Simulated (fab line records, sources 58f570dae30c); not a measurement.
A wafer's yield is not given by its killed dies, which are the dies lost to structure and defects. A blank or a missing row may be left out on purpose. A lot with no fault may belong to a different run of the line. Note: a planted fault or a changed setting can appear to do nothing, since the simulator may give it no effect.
The tool behind it: which one? | flow berkeley_cmos170 | 14 lots, 42 wafers sampled, at 2 steps of a route of 331

## WHAT THE GAUGES READ, wafer by wafer
UCB170_M1_CD_MEAS_90: target cd 700 nm. Usual: cd_nm reads 699.5 nm (standard deviation 2.3).
lot  | measured     | on        | cd_nm (nm)        | flag
L276 | day 7 21:58  | cd_sem-02 | 701.9 698.4 703.3 |
L275 | day 8 11:56  | cd_sem-01 | 698.4 698.4 699.2 |
L277 | day 8 12:16  | cd_sem-02 | 696.9 700.7 699.1 |
L279 | day 9 11:25  | cd_sem-01 | - - -             | OFF
L281 | day 10 01:05 | cd_sem-01 | - - -             | OFF
L285 | day 10 04:50 | cd_sem-01 | 699.5 700.0 699.7 |
L287 | day 11 07:44 | cd_sem-01 | 699.6 702.9 702.3 |
L286 | day 11 08:13 | cd_sem-02 | 703.4 701.6 699.3 |
L289 | day 11 16:49 | cd_sem-01 | 701.7 700.1 697.7 |
L295 | day 12 17:16 | cd_sem-02 | 700.3 697.0 701.4 |
L293 | day 12 17:39 | cd_sem-02 | 698.3 698.5 700.3 |
L296 | day 12 23:34 | cd_sem-02 | 699.3 698.0 700.3 |
L297 | day 13 00:14 | cd_sem-01 | 698.9 699.2 699.2 |
L298 | day 13 15:27 | cd_sem-01 | 698.6 699.4 699.4 |

## WHICH TOOL RAN EACH LOT (tool, then ch and the chambers of the sampled wafers, then the start)
lot  | UCB170_M1_METAL_ETCH_12
L276 | rie_metal-04 ch 0,1, day 7 21:44
L275 | rie_metal-02 ch 0,1, day 8 11:42
L277 | rie_metal-03 ch 0,1, day 8 12:02
L279 | rie_metal-02 ch 0,1, day 9 11:10
L281 | rie_metal-02 ch 0,1, day 10 00:50
L285 | rie_metal-02 ch 0,1, day 10 04:34
L287 | rie_metal-02 ch 0,1, day 11 07:30
L286 | rie_metal-03 ch 0,1, day 11 07:58
L289 | rie_metal-02 ch 0,1, day 11 16:35
L295 | rie_metal-02 ch 0,1, day 12 17:02
L293 | rie_metal-03 ch 0,1, day 12 17:25
L296 | rie_metal-02 ch 0,1, day 12 23:20
L297 | rie_metal-04 ch 0, day 12 23:53
L298 | rie_metal-03 ch 0,1, day 13 15:13
- UCB170_M1_METAL_ETCH_12: etches Al in Cl2/BCl3, stops on PSG, target depth 780 nm, time 136.3 s.

## WHAT THE TOOLS THEMSELVES READ (means of the sampled wafers that have a number; where no wafer has one, the mark that the record gives instead)
UCB170_M1_METAL_ETCH_12. Usual: bcl3_flow_sccm 45.00 sccm, standard deviation 0.15; chamber_pressure_mTorr 11.999 mTorr, standard deviation 0.012; drypump_motor_current_A 5.8 A, standard deviation 0.41; mfc_cl2_sccm 89.97 sccm, standard deviation 0.29; oes_product_au 0.855 a.u., standard deviation 0.012; throttle_valve_pct 24.41 %, standard deviation 0.28.
lot  | tool         | bcl3_flow_sccm (sccm) | chamber_pressure_mTorr (mTorr) | drypump_motor_current_A (A) | mfc_cl2_sccm (sccm) | oes_product_au (a.u.) | throttle_valve_pct (%) | flag
L276 | rie_metal-04 | 45.02                 | 12.001                         | 6.2                         | 90.08               | 0.864                 | 24.60                  |
L275 | rie_metal-02 | 45.07                 | 12.007                         | 5.3                         | 90.23               | 0.837                 | 24.48                  |
L277 | rie_metal-03 | 45.09                 | 12.002                         | 5.9                         | 89.71               | 0.847                 | 24.31                  |
L279 | rie_metal-02 | -                     | -                              | -                           | -                   | -                     | -                      | OFF
L281 | rie_metal-02 | -                     | -                              | -                           | -                   | -                     | -                      | OFF
L285 | rie_metal-02 | 45.10                 | 12.005                         | 5.3                         | 90.18               | 0.847                 | 24.47                  |
L287 | rie_metal-02 | 45.08                 | 11.996                         | 5.3                         | 89.58               | 0.836                 | 24.48                  |
L286 | rie_metal-03 | 44.95                 | 12.002                         | 6.1                         | 89.80               | 0.865                 | 24.23                  |
L289 | rie_metal-02 | 44.85                 | 11.975                         | 5.4                         | 90.06               | 0.843                 | 24.21                  |
L295 | rie_metal-02 | 45.03                 | 11.996                         | 5.3                         | 89.78               | 0.847                 | 24.47                  |
L293 | rie_metal-03 | 44.94                 | 12.001                         | 5.9                         | 89.96               | 0.861                 | 24.32                  |
L296 | rie_metal-02 | 44.90                 | 12.007                         | 5.3                         | 90.39               | 0.837                 | 24.48                  |
L297 | rie_metal-04 | 44.97                 | 11.999                         | 6.3                         | 89.80               | 0.862                 | 24.63                  |
L298 | rie_metal-03 | 45.04                 | 11.990                         | 5.9                         | 89.88               | 0.867                 | 24.31                  |

## THE ANSWER, worked out from the rows above alone
Rule: take the mean of a lot's wafers that have a number; if it is more than 3 standard deviations from the usual mean, the lot is off. Also off: a lot with no number at a reading for which 4 or more lots have one. Any other lot the step has rows for is counted as sound. After the gauges, taken in route order, come the tools' own readings; for these a lot's mean is taken, as printed above. The first step at which some lot is off is used, and at that step the reading that is off furthest; a lot without a number counts as furthest.
Off, at UCB170_M1_CD_MEAS_90 on cd_nm: L279, L281. Without a number there: L279, L281.
If a tool, at a process step before that reading, ran all the lots that are off and no sound lot after the first of them, it fits. Not tried: the gauges at UCB170_M1_CD_MEAS_90; whatever is off there is also off at UCB170_M1_METAL_ETCH_12, on other tools, and gauge error can't account for it. No candidate that was tried fits.

## WHAT HAD BEEN PUT IN BY THE SIMULATOR
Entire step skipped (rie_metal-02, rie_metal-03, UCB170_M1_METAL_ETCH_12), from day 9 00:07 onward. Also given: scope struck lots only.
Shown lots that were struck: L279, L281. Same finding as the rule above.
